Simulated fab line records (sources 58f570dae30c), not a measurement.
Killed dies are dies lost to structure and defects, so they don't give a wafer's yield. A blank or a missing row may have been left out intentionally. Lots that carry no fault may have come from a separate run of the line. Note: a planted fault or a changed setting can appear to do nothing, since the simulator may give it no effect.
The tool behind it: which one? | flow berkeley-cmos170 | 14 lots, 42 wafers sampled, at 2 steps of a route of 331

## WHAT THE GAUGES READ, wafer by wafer
UCB170_GATE_CD_MEAS_12: target cd 350 nm. Usual: cd-nm 349.9 nm, standard deviation 1.4.
lot  | measured     | on        | cd-nm (nm)        | flag
L444 | day 7 09:53  | cd-sem-02 | 350.6 350.0 351.5 |
L447 | day 8 03:38  | cd-sem-01 | 350.5 350.7 350.1 |
L448 | day 8 03:48  | cd-sem-02 | 350.3 350.6 351.0 |
L450 | day 8 13:19  | cd-sem-01 | 352.4 351.4 350.1 |
L453 | day 8 18:04  | cd-sem-02 | 346.2 347.2 347.1 |
L454 | day 8 17:42  | cd-sem-02 | 349.5 348.7 350.0 |
L455 | day 8 17:58  | cd-sem-01 | 347.6 349.8 348.6 |
L451 | day 8 18:10  | cd-sem-02 | 347.2 347.5 347.4 |
L452 | day 8 18:17  | cd-sem-02 | 348.4 349.5 349.1 |
L456 | day 10 01:15 | cd-sem-01 | 350.3 350.7 349.4 |
L457 | day 10 01:25 | cd-sem-02 | 353.3 352.8 351.7 |
L460 | day 10 15:10 | cd-sem-01 | 301.3 303.8 303.1 | OFF
L462 | day 11 05:45 | cd-sem-01 | 310.7 310.2 308.7 | OFF
L464 | day 11 08:44 | cd-sem-02 | 349.3 350.6 350.1 |

## TOOL THAT RAN EACH LOT (tool first, then ch and the chambers of the sampled wafers, then the start)
lot  | UCB170_GATE_COAT_07
L444 | litho-track-01 ch 0, day 7 08:00
L447 | litho-track-04 ch 0, day 8 02:00
L448 | litho-track-01 ch 0, day 8 02:00
L450 | litho-track-01 ch 0, day 8 12:00
L453 | litho-track-02 ch 0, day 8 16:00
L454 | litho-track-04 ch 0, day 8 16:00
L455 | litho-track-01 ch 0, day 8 16:00
L451 | litho-track-02 ch 0, day 8 17:00
L452 | litho-track-04 ch 0, day 8 17:00
L456 | litho-track-01 ch 0, day 10 00:00
L457 | litho-track-02 ch 0, day 10 00:00
L460 | litho-track-01 ch 0, day 10 14:00
L462 | litho-track-01 ch 0, day 11 04:00
L464 | litho-track-02 ch 0, day 11 08:00
- UCB170_GATE_COAT_07: resist thk 900 nm.

## AS READ BY THE TOOLS THEMSELVES (means over the sampled wafers that have a number; for cases with no such wafer, the mark the record gives instead)
UCB170_GATE_COAT_07. Usual: dispense-pressure-kPa 51.1 kPa, standard deviation 1.4.
lot  | tool           | dispense-pressure-kPa (kPa) | flag
L444 | litho-track-01 | 52.9                        |
L447 | litho-track-04 | 50.6                        |
L448 | litho-track-01 | 52.9                        |
L450 | litho-track-01 | 52.9                        |
L453 | litho-track-02 | 49.5                        |
L454 | litho-track-04 | 50.6                        |
L455 | litho-track-01 | 52.9                        |
L451 | litho-track-02 | 49.5                        |
L452 | litho-track-04 | 50.6                        |
L456 | litho-track-01 | 52.9                        |
L457 | litho-track-02 | 49.5                        |
L460 | litho-track-01 | 52.9                        |
L462 | litho-track-01 | 52.9                        |
L464 | litho-track-02 | 49.5                        |

## THE ANSWER, worked out from the rows above alone
Rule: take the mean of a lot's wafers that have a number; if it is more than 3 standard deviations from the usual mean, the lot is off. A lot without any number at a reading at which 4 lots or more have one is off too. Where the step has rows for the other lots, those lots are counted as sound. First the gauges in route order, then the tools' own readings, where a lot's mean is used as printed above. The first step at which some lot is off is used, and at that step the reading that is off furthest; a lot without a number counts as furthest.
Off: L460, L462, at UCB170_GATE_CD_MEAS_12 (cd-nm).
If a tool, at a process step before that reading, ran all the lots that are off and no sound lot after the first of them, it fits. Gauges at UCB170_GATE_CD_MEAS_12: tried the same way as those tools. 2 tools fit, litho-track-01 at UCB170_GATE_COAT_07 and cd-sem-01 at UCB170_GATE_CD_MEAS_12, so this cannot tell which one it is.

## WHAT THE SIMULATOR PUT IN
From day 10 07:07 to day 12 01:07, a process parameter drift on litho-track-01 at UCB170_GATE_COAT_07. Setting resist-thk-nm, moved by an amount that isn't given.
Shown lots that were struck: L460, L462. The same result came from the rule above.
